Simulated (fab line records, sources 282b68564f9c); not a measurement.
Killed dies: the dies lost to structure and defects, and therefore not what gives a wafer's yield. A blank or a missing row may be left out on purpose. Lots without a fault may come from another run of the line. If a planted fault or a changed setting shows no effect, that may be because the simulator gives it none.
fab line records	flow rit-cmos
record lots=14	wafers=42	last-day=7
route steps=202 shown PLDD@123 SPACER@130 SILICIDE@164 M1@202
lots untouched by any fault: they come from a run of this same line in which no faults occurred
start-h: hours from the record's opening day to when the first of the lot's shown wafers began	wait-h: time in hours since the lot's previous step	" identical to the entry in the row above	L1.1+2: a row that stands for several wafers	- either no value or no given start	* or withheld: withheld	< > ~ a bound
route shown NAME@n: NAME is a module with steps in the file, n the number in the route of the first one	usual: mean/standard deviation of fault-free wafers	same: alike in all rows	chamber/n: place in a boat	sites: the reading at each site	_std_site: standard deviation of those values	_edge_site: mean of outer sites minus mean of inner sites	radius-mm: how far each site lies from the wafer's centre	mask NAME#n: copy n	behind: the most recent tool/chamber to have shaped the wafer	hold: reason for holding the lot/hours on hold/outcome of the hold	device: the transistor (n, p or np) that didn't switch	end of line: tests of these same wafers at the route's end	step lacking rows: just its recipe	killed: dies that structure and defects cost at the first sort, which is not the same as the wafer's yield	map: per-die view of a wafer (x killed, . not killed, _ where there is no die)
set.NAME: the setting the step ran with; set.NAME@STEP: the setting that earlier step ran with	model.NAME: the simulator's own value behind a step, which no gauge read
steps of the route over a sample of lots; a table a step, a row a wafer
services: from which hour (start-h, from the record's first day; less than 0 if before it) a tool's chamber was out of use, for how many hours, and why
## steps
# step RIT_PLDD_STRIP_09
# recipe chemistry=O2	time-s=180	resist=NOVOLAK	platen-temp-c=withheld	power-w=500	pressure-mtorr=4000	o2-flow-sccm=4000
# usual chamber-pressure-mTorr=4000/4.2	drypump-motor-current-A=5.7/0.47
lot.wafer	tool	chamber	start-h	wait-h	chamber-pressure-mTorr	drypump-motor-current-A	rf-hours-counter-h
L424.1	plasma-asher-01	0	43.96	0.1	4007	5.9	43
L424.4	"	0	"	"	4000	5.9	-
L424.5	"	0	"	"	3996	5.9	-
L425.2	plasma-asher-03	1	50.67	0.1	3994	5.6	31
L425.3	"	1	"	"	4001	5.6	-
L425.6	"	0	"	"	4018	5.7	-
L426.1	plasma-asher-02	1	54.97	0.1	4006	5.8	45
L426.2	"	0	"	"	4003	6.6	45
L426.3	"	1	"	"	4001	5.8	-
L427.2	plasma-asher-01	0	62.40	0.1	3999	5.9	45
L427.5	"	1	"	"	3995	4.9	-
L427.6	"	0	"	"	3991	5.9	-
L428.1	plasma-asher-01	0	64.72	0.1	4006	5.9	46
L428.2	"	1	"	"	3994	4.9	46
L428.5	"	1	"	"	4001	4.9	-
L429.3	plasma-asher-01	1	67.80	0.1	4001	4.9	-
L429.5	"	0	"	"	3995	5.9	-
L429.6	"	1	"	"	4002	4.9	-
L430.2	plasma-asher-01	0	76.35	0.1	3994	5.9	47
L430.3	"	1	"	"	4001	4.9	-
L430.5	"	1	"	"	3994	4.9	-
L431.1	plasma-asher-02	0	83.47	0.1	3999	6.5	50
L431.2	"	1	"	"	4000	5.8	50
L431.5	"	1	"	"	3998	5.8	-
L432.1	plasma-asher-02	0	88.60	0.1	3996	6.5	50
L432.4	"	1	"	"	3995	5.8	-
L432.5	"	1	"	"	4006	5.8	-
L433.1	plasma-asher-02	0	91.17	0.1	4000	6.5	50
L433.3	"	1	"	"	4002	5.8	-
L433.4	"	0	"	"	4002	6.5	-
L434.1	plasma-asher-03	0	95.62	0.1	4001	5.7	35
L434.3	"	0	"	"	4005	5.7	-
L434.5	"	0	"	"	4004	5.7	-
L443.1	plasma-asher-02	1	143.13	0.1	4010	5.8	3
L443.3	"	1	"	"	4005	5.8	-
L443.6	"	0	"	"	3998	6.5	-
L445.1	plasma-asher-02	0	148.81	0.1	3997	6.6	4
L445.3	"	1	"	"	3999	5.8	-
L445.5	"	0	"	"	4005	6.5	-
L447.1	plasma-asher-03	0	158.21	0.1	4004	5.7	43
L447.2	"	1	"	"	4005	5.6	43
L447.6	"	1	"	"	3990	5.6	-
# step RIT_PLDD_TW_MEAS_10
# usual PLDD_TW=2324/20
lot.wafer	tool	chamber	start-h	wait-h	PLDD_TW
L424.1	film-metro-04	-	44.14	0.1	2343
L424.4	"	-	"	"	2334
L424.5	"	-	"	"	2337
L425.2	film-metro-03	-	50.86	0.1	2305
L425.3	"	-	"	"	2306
L425.6	"	-	"	"	2297
L426.1	film-metro-01	-	55.15	0.1	2325
L426.2	"	-	"	"	2344
L426.3	"	-	"	"	2348
L427.2	film-metro-04	-	62.58	0.1	2325
L427.5	"	-	"	"	2310
L427.6	"	-	"	"	2309
L428.1	film-metro-04	-	64.89	0.1	2313
L428.2	"	-	"	"	2325
L428.5	"	-	"	"	2317
L429.3	film-metro-01	-	67.93	0.1	2342
L429.5	"	-	"	"	2338
L429.6	"	-	"	"	2344
L430.2	film-metro-01	-	76.54	0.1	2332
L430.3	"	-	"	"	2330
L430.5	"	-	"	"	2336
L431.1	film-metro-04	-	83.65	0.1	2332
L431.2	"	-	"	"	2326
L431.5	"	-	"	"	2327
L432.1	film-metro-01	-	88.78	0.1	2339
L432.4	"	-	"	"	2352
L432.5	"	-	"	"	2340
L433.1	film-metro-01	-	91.35	0.1	2341
L433.3	"	-	"	"	2349
L433.4	"	-	"	"	2338
L434.1	film-metro-01	-	95.79	0.1	2343
L434.3	"	-	"	"	2336
L434.5	"	-	"	"	2336
L443.1	film-metro-01	-	143.31	0.1	2353
L443.3	"	-	"	"	2370
L443.6	"	-	"	"	2373
L445.1	film-metro-03	-	148.98	0.1	2302
L445.3	"	-	"	"	2312
L445.5	"	-	"	"	2312
L447.1	film-metro-04	-	158.38	0.1	2301
L447.2	"	-	"	"	2322
L447.6	"	-	"	"	2305
# step RIT_SPACER_ETCHBACK_05
# recipe target-depth-a=2500	SF6_flow_sccm=30	CHF3_flow_sccm=30	target=Si3N4	chemistry=SF6/CHF3	pressure-mtorr=40	rf-w=250	time-s=240	stop-on=SiO2
# usual chamber-pressure-mTorr=40.00/0.038	drypump-motor-current-A=5.7/0.52	oes-product-au=0.848/0.017	throttle-valve-pct=10.32/0.12
lot.wafer	tool	chamber	start-h	wait-h	chamber-pressure-mTorr	drypump-motor-current-A	oes-product-au	rf-hours-counter-h	throttle-valve-pct
L424.1	rie-diel-01	3	46.54	0.1	40.02	6.5	0.840	6	10.33
L424.4	"	2	"	"	40.01	5.5	0.871	77	10.08
L424.5	"	3	"	"	40.06	6.5	0.834	-	10.33
L425.2	rie-diel-04	2	53.27	0.0	39.99	6.0	0.847	30	10.44
L425.3	"	1	"	"	39.99	5.0	0.852	108	10.36
L425.6	"	3	"	"	39.94	5.8	0.815	-	10.29
L426.1	rie-diel-01	1	57.81	0.1	40.03	6.5	0.852	131	10.35
L426.2	"	0	"	"	39.99	5.8	0.879	126	10.36
L426.3	"	3	"	"	39.98	6.4	0.857	6	10.33
L427.2	rie-diel-01	1	64.97	0.0	39.97	6.5	0.849	132	10.36
L427.5	"	3	"	"	40.05	6.5	0.850	-	10.33
L427.6	"	2	"	"	40.00	5.5	0.875	-	10.09
L428.1	rie-diel-04	3	67.30	0.1	39.92	5.8	0.825	1	10.29
L428.2	"	1	"	"	39.98	5.0	0.835	108	10.35
L428.5	"	3	"	"	39.97	5.8	0.816	-	10.28
L429.3	rie-diel-01	1	70.32	0.0	39.99	6.5	0.852	132	10.37
L429.5	"	3	"	"	40.00	6.5	0.840	-	10.32
L429.6	"	0	"	"	40.07	5.9	0.869	-	10.32
L430.2	rie-diel-02	2	79.11	0.0	40.02	5.6	0.842	160	10.21
L430.3	"	1	"	"	40.03	6.1	0.857	91	10.51
L430.5	"	1	"	"	40.00	6.1	0.861	-	10.52
L431.1	rie-diel-02	1	86.05	0.1	39.95	6.1	0.861	91	10.55
L431.2	"	0	"	"	40.02	4.8	0.844	35	10.40
L431.5	"	0	"	"	40.06	4.8	0.855	-	10.40
L432.1	rie-diel-04	3	91.21	0.1	40.01	5.8	0.816	1	10.28
L432.4	"	1	"	"	40.01	5.0	0.834	108	10.36
L432.5	"	0	"	"	40.00	5.0	0.830	-	10.17
L433.1	rie-diel-02	1	93.75	0.1	40.05	6.0	0.866	91	10.51
L433.3	"	3	"	"	40.06	5.7	0.843	91	10.28
L433.4	"	0	"	"	39.97	4.8	0.848	35	10.41
L434.1	rie-diel-01	0	98.19	0.1	39.98	5.9	0.863	127	10.35
L434.3	"	3	"	"	39.99	6.4	0.857	7	10.33
L434.5	"	1	"	"	40.02	6.5	0.849	-	10.37
L443.1	rie-diel-02	0	145.71	0.1	39.94	4.8	0.847	36	10.40
L443.3	"	1	"	"	39.96	6.1	0.863	93	10.53
L443.6	"	2	"	"	40.01	5.6	0.823	-	10.22
L445.1	rie-diel-02	1	151.39	0.1	40.05	6.0	0.855	93	10.51
L445.3	"	2	"	"	40.06	5.6	0.830	1	10.23
L445.5	"	2	"	"	39.99	5.6	0.830	-	10.23
L447.1	rie-diel-01	0	160.80	0.1	39.94	5.9	0.867	128	10.34
L447.2	"	3	"	"	39.98	6.5	0.840	8	10.33
L447.6	"	1	"	"	40.00	6.5	0.837	-	10.35
# step RIT_SILICIDE_THK_MEAS_03
# recipe thk-meas-gauge=xrf	reads=Ti_of_SILICIDE_SPUTTER_01
# usual SILICIDE_TI_THK=29.7/0.32
lot.wafer	tool	chamber	start-h	wait-h	SILICIDE_TI_THK[nm]
L424.1	film-metro-02	-	50.96	0.1	29.8
L424.4	"	-	"	"	30.0
L424.5	"	-	"	"	29.8
L425.2	film-metro-01	-	57.47	0.1	30.1
L425.3	"	-	"	"	30.1
L425.6	"	-	"	"	29.8
L426.1	film-metro-03	-	62.15	0.1	29.3
L426.2	"	-	"	"	29.6
L426.3	"	-	"	"	29.6
L427.2	film-metro-02	-	69.64	0.1	30.0
L427.5	"	-	"	"	30.2
L427.6	"	-	"	"	30.0
L428.1	film-metro-03	-	71.62	0.1	29.5
L428.2	"	-	"	"	29.8
L428.5	"	-	"	"	29.9
L429.3	film-metro-01	-	74.82	0.1	29.5
L429.5	"	-	"	"	29.6
L429.6	"	-	"	"	29.8
L430.2	film-metro-01	-	83.89	0.1	29.9
L430.3	"	-	"	"	29.3
L430.5	"	-	"	"	29.6
L431.1	film-metro-03	-	90.51	0.1	30.1
L431.2	"	-	"	"	30.0
L431.5	"	-	"	"	29.8
L432.1	film-metro-02	-	95.63	0.1	29.9
L432.4	"	-	"	"	30.0
L432.5	"	-	"	"	29.8
L433.1	film-metro-01	-	98.14	0.1	29.6
L433.3	"	-	"	"	30.0
L433.4	"	-	"	"	29.5
L434.1	film-metro-02	-	102.79	0.1	29.1
L434.3	"	-	"	"	29.6
L434.5	"	-	"	"	29.1
L443.1	film-metro-01	-	150.38	0.1	30.7
L443.3	"	-	"	"	31.3
L443.6	"	-	"	"	31.0
L445.1	film-metro-01	-	155.82	0.1	31.3
L445.3	"	-	"	"	31.2
L445.5	"	-	"	"	31.3
L447.1	film-metro-02	-	165.23	0.1	29.6
L447.2	"	-	"	"	30.1
L447.6	"	-	"	"	30.0
# step RIT_M1_PROBE_99
# usual killed-at-contacts=0.1/0.29	killed-at-front-end=7/3	killed-dies=7/3	killed-open=3.2/2	killed-short=3.5/2.1
# same gross-dies=264	killed_at_M0_to_M3=0	killed_at_M4_up=0	killed-at-back-side=0	killed-at-other=0
lot.wafer	tool	chamber	start-h	wait-h	killed-at-contacts	killed-at-front-end	killed-dies	killed-open	killed-short
L424.1	prober-02	-	57.56	0.1	0	2	2	1	1
L424.4	prober-02	-	57.71	0.2	0	3	3	2	1
L424.5	prober-02	-	57.76	0.2	0	6	6	2	4
L425.2	prober-01	-	64.27	0.1	0	14	14	6	8
L425.3	prober-01	-	64.32	0.2	0	10	10	4	6
L425.6	prober-01	-	64.47	0.2	1	9	10	6	4
L426.1	prober-02	-	70.05	0.1	0	10	10	4	6
L426.2	prober-02	-	70.10	0.1	0	12	12	5	7
L426.3	prober-02	-	70.15	0.2	1	12	13	2	11
L427.2	prober-01	-	76.54	0.1	0	8	8	7	1
L427.5	prober-01	-	76.69	0.2	0	4	4	3	1
L427.6	prober-01	-	76.74	0.2	0	5	5	2	3
L428.1	prober-02	-	79.31	0.1	0	2	2	2	0
L428.2	prober-02	-	79.36	0.1	0	5	5	2	3
L428.5	prober-02	-	79.51	0.2	0	13	13	7	6
L429.3	prober-01	-	82.45	0.2	0	7	7	3	4
L429.5	prober-01	-	82.55	0.2	0	10	10	5	5
L429.6	prober-01	-	82.60	0.2	0	4	4	4	0
L430.2	prober-02	-	94.42	0.1	1	11	12	4	8
L430.3	prober-02	-	94.47	0.2	0	8	8	1	7
L430.5	prober-02	-	94.57	0.2	1	6	7	2	5
L431.1	prober-01	-	98.51	0.1	1	4	5	2	3
L431.2	prober-01	-	98.56	0.1	0	6	6	2	3
L431.5	prober-01	-	98.71	0.2	0	4	4	1	2
L432.1	prober-02	-	102.25	0.1	0	4	4	1	3
L432.4	prober-02	-	102.40	0.2	0	3	3	2	1
L432.5	prober-02	-	102.45	0.2	0	6	6	1	5
L433.1	prober-01	-	104.99	0.1	0	2	2	1	1
L433.3	prober-01	-	105.09	0.2	0	6	6	3	3
L433.4	prober-01	-	105.14	0.2	0	8	8	5	2
L434.1	prober-02	-	110.49	0.1	0	5	5	1	2
L434.3	prober-02	-	110.59	0.2	0	4	4	2	2
L434.5	prober-02	-	110.69	0.2	0	10	10	5	5
L443.1	prober-01	-	158.67	0.1	0	3	3	2	1
L443.3	prober-01	-	158.77	0.2	0	11	11	3	8
L443.6	prober-01	-	158.92	0.2	0	6	6	2	4
L445.1	prober-01	-	164.31	0.1	0	7	7	6	1
L445.3	prober-01	-	164.41	0.2	0	6	6	1	5
L445.5	prober-01	-	164.51	0.2	0	6	6	4	2
L447.1	prober-01	-	173.31	0.1	0	7	7	4	3
L447.2	prober-01	-	173.36	0.1	1	5	6	5	1
L447.6	prober-01	-	173.56	0.2	0	7	7	3	4
# killed by level:class
L424.1 GATE:geometric-particle:open=1 REOX:geometric-particle:short=1
L424.4 FOX2:geometric-particle:open=1 GATE:geometric-particle:short=1 SILICIDE:geometric-particle:open=1
L424.5 GATE:geometric-particle:short=2 SPACER:geometric-particle:open=2 FOX1:geometric-particle:short=1 SILICIDE:geometric-particle:short=1
L425.2 REOX:geometric-particle:short=3 GATE:geometric-particle:open=2 GATE:geometric-particle:short=2 SPACER:geometric-particle:open=2 SPACER:geometric-particle:short=2 SILICIDE:geometric-particle:open=2 FOX1:geometric-particle:short=1
L425.3 GATE:geometric-particle:short=3 FOX1:geometric-particle:short=1 FOX2:geometric-particle:open=1 FOX2:geometric-particle:short=1 GATE:geometric-particle:open=1 REOX:geometric-particle:open=1 SILICIDE:geometric-particle:short=1 SILICIDE:geometric-particle:open=1
L425.6 SPACER:geometric-particle:short=2 SILICIDE:geometric-particle:open=2 GATE:geometric-particle:short=1 GATE:geometric-particle:open=1 REOX:geometric-particle:open=1 REOX:geometric-particle:short=1 SPACER:geometric-particle:open=1 CONTACT:geometric-particle:open=1
L426.1 GATE:geometric-particle:short=2 FOX1:geometric-particle:open=1 FOX1:geometric-particle:short=1 FOX2:geometric-particle:open=1 REOX:geometric-particle:open=1 REOX:geometric-particle:short=1 SPACER:geometric-particle:short=1 SILICIDE:geometric-particle:open=1
L426.2 FOX1:geometric-particle:open=4 REOX:geometric-particle:short=3 GATE:geometric-particle:short=2 FOX1:geometric-particle:short=1 REOX:geometric-particle:open=1 SPACER:geometric-particle:short=1
L426.3 FOX1:geometric-particle:short=3 GATE:geometric-particle:short=3 REOX:geometric-particle:short=2 SILICIDE:geometric-particle:short=2 FOX1:geometric-particle:open=1 GATE:geometric-particle:open=1 CONTACT:geometric-particle:short=1
L427.2 REOX:geometric-particle:open=3 FOX2:geometric-particle:open=1 GATE:geometric-particle:open=1 SPACER:geometric-particle:open=1 SILICIDE:geometric-particle:short=1 SILICIDE:geometric-particle:open=1
L427.5 FOX2:geometric-particle:short=1 REOX:geometric-particle:open=1 SPACER:geometric-particle:open=1 SILICIDE:geometric-particle:open=1
L427.6 FOX1:geometric-particle:open=1 FOX1:geometric-particle:short=1 GATE:geometric-particle:short=1 REOX:geometric-particle:open=1 SPACER:geometric-particle:short=1
L428.1 REOX:geometric-particle:open=1 SILICIDE:geometric-particle:open=1
L428.2 GATE:geometric-particle:short=1 REOX:geometric-particle:open=1 SPACER:geometric-particle:open=1 SPACER:geometric-particle:short=1 SILICIDE:geometric-particle:short=1
L428.5 GATE:geometric-particle:short=5 SILICIDE:geometric-particle:open=2 FOX1:geometric-particle:open=1 FOX2:geometric-particle:open=1 GATE:geometric-particle:open=1 REOX:geometric-particle:short=1 REOX:geometric-particle:open=1 SPACER:geometric-particle:open=1
L429.3 FOX1:geometric-particle:short=3 FOX1:geometric-particle:open=1 GATE:geometric-particle:open=1 REOX:geometric-particle:open=1 REOX:geometric-particle:short=1
L429.5 GATE:geometric-particle:short=2 SILICIDE:geometric-particle:open=2 FOX1:geometric-particle:open=1 FOX1:geometric-particle:short=1 GATE:geometric-particle:open=1 REOX:geometric-particle:short=1 SPACER:geometric-particle:short=1 SPACER:geometric-particle:open=1
L429.6 SILICIDE:geometric-particle:open=2 GATE:geometric-particle:open=1 REOX:geometric-particle:open=1
L430.2 FOX1:geometric-particle:open=3 GATE:geometric-particle:short=3 FOX2:geometric-particle:short=2 FOX1:geometric-particle:short=1 GATE:geometric-particle:open=1 REOX:geometric-particle:short=1 CONTACT:geometric-particle:short=1
L430.3 GATE:geometric-particle:short=4 FOX1:geometric-particle:short=2 FOX1:geometric-particle:open=1 SILICIDE:geometric-particle:short=1
L430.5 REOX:geometric-particle:short=2 FOX2:geometric-particle:short=1 GATE:geometric-particle:open=1 REOX:geometric-particle:open=1 SILICIDE:geometric-particle:short=1 CONTACT:geometric-particle:short=1
L431.1 GATE:geometric-particle:short=2 GATE:geometric-particle:open=1 REOX:geometric-particle:open=1 CONTACT:geometric-particle:short=1
L431.2 REOX:geometric-particle:short=2 FOX2:geometric-particle:open=1 GATE:geometric-particle:short=1 SPACER:geometric-particle:open=1 PLDD:coat-microbubble-printed=1
L431.5 FOX1:geometric-particle:short=1 GATE:geometric-particle:short=1 SPACER:geometric-particle:open=1 PLDD:coat-microbubble-printed=1
L432.1 FOX1:geometric-particle:short=1 GATE:geometric-particle:short=1 GATE:geometric-particle:open=1 REOX:geometric-particle:short=1
L432.4 FOX1:geometric-particle:open=1 GATE:geometric-particle:open=1 GATE:geometric-particle:short=1
L432.5 GATE:geometric-particle:short=3 GATE:geometric-particle:open=1 REOX:geometric-particle:short=1 SPACER:geometric-particle:short=1
L433.1 FOX1:geometric-particle:short=1 REOX:geometric-particle:open=1
L433.3 GATE:geometric-particle:short=2 SPACER:geometric-particle:open=2 REOX:geometric-particle:short=1 SILICIDE:geometric-particle:open=1
L433.4 GATE:geometric-particle:open=3 SPACER:geometric-particle:open=2 GATE:geometric-particle:short=1 SPACER:geometric-particle:short=1 GATE:coat-microbubble-printed=1
L434.1 GATE:geometric-particle:short=2 PRETRO:coat-microbubble-printed=2 ACTIVE:geometric-particle:open=1
L434.3 GATE:geometric-particle:short=1 GATE:geometric-particle:open=1 REOX:geometric-particle:short=1 SPACER:geometric-particle:open=1
L434.5 GATE:geometric-particle:short=4 FOX1:geometric-particle:open=2 FOX1:geometric-particle:short=1 GATE:geometric-particle:open=1 SPACER:geometric-particle:open=1 SILICIDE:geometric-particle:open=1
L443.1 SPACER:geometric-particle:open=1 SILICIDE:geometric-particle:open=1 SILICIDE:geometric-particle:short=1
L443.3 FOX1:geometric-particle:short=3 GATE:geometric-particle:short=3 GATE:geometric-particle:open=2 FOX2:geometric-particle:short=1 SPACER:geometric-particle:short=1 SILICIDE:geometric-particle:open=1
L443.6 GATE:geometric-particle:short=2 FOX1:geometric-particle:open=1 FOX1:geometric-particle:short=1 GATE:geometric-particle:open=1 REOX:geometric-particle:short=1
L445.1 GATE:geometric-particle:open=3 REOX:geometric-particle:open=2 FOX1:geometric-particle:open=1 GATE:geometric-particle:short=1
L445.3 GATE:geometric-particle:short=2 SILICIDE:geometric-particle:short=2 SPACER:geometric-particle:short=1 SILICIDE:geometric-particle:open=1
L445.5 SILICIDE:geometric-particle:open=3 GATE:geometric-particle:open=1 GATE:geometric-particle:short=1 SILICIDE:geometric-particle:short=1
L447.1 GATE:geometric-particle:open=3 FOX1:geometric-particle:short=1 GATE:geometric-particle:short=1 SPACER:geometric-particle:open=1 SILICIDE:geometric-particle:short=1
L447.2 SPACER:geometric-particle:open=2 GATE:geometric-particle:open=1 GATE:geometric-particle:short=1 SILICIDE:geometric-particle:open=1 CONTACT:geometric-particle:open=1
L447.6 SPACER:geometric-particle:short=2 FOX1:geometric-particle:short=1 GATE:geometric-particle:open=1 REOX:geometric-particle:open=1 SILICIDE:geometric-particle:short=1 SILICIDE:geometric-particle:open=1
## services
tool	chamber	start-h	hours	kind
rie-diel-01	1	23.28	2.8	repair
plasma-asher-01	-	29.62	2.8	pm
plasma-asher-03	-	56.99	10.5	repair
rie-diel-01	0	61.01	7.9	repair
rie-diel-02	2	98.12	-	clean
rie-diel-02	2	98.12	21.1	scheduled-down
rie-diel-02	2	98.12	21.1	vent-cycle
rie-diel-04	2	103.00	3.8	repair
plasma-asher-02	-	108.75	9.0	pm
plasma-asher-02	0	108.75	9.0	vent-cycle
plasma-asher-02	1	108.75	9.0	vent-cycle
plasma-asher-02	0	117.75	-	clean
plasma-asher-02	1	117.75	-	clean
plasma-asher-01	-	129.00	5.6	repair
rie-diel-02	1	132.58	2.4	repair
rie-diel-01	3	135.35	6.4	repair
plasma-asher-01	-	154.90	2.6	repair
rie-diel-01	-	156.11	0.2	repair
## key
first-sign step=RIT_SILICIDE_THK_MEAS_03	reading=SILICIDE_TI_THK	direction=up	sigmas=4.4	usual=29.7	struck=31.1
effect none on later readings
met-at RIT_SILICIDE_THK_MEAS_03
struck-lots L443,L445
tester-left-out L443,L445
not-acting-at RIT_PLDD_STRIP_09,RIT_PLDD_TW_MEAS_10,RIT_SPACER_ETCHBACK_05
onset-between 98.14 150.38
fault kind=metrology-matching-offset	tool=film-metro-01	chamber=-	onset-h=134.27	steps=RIT_SILICIDE_THK_MEAS_03	param=thk-nm	offset=1.0785
# tester-left-out: of these lots the tester's yield and bins aren't shown, on N5 and GAA mostly nor the transistor test; their killed dies are dies lost to structure and defects alone, not to doping, threshold or leakage, so they don't give the yield
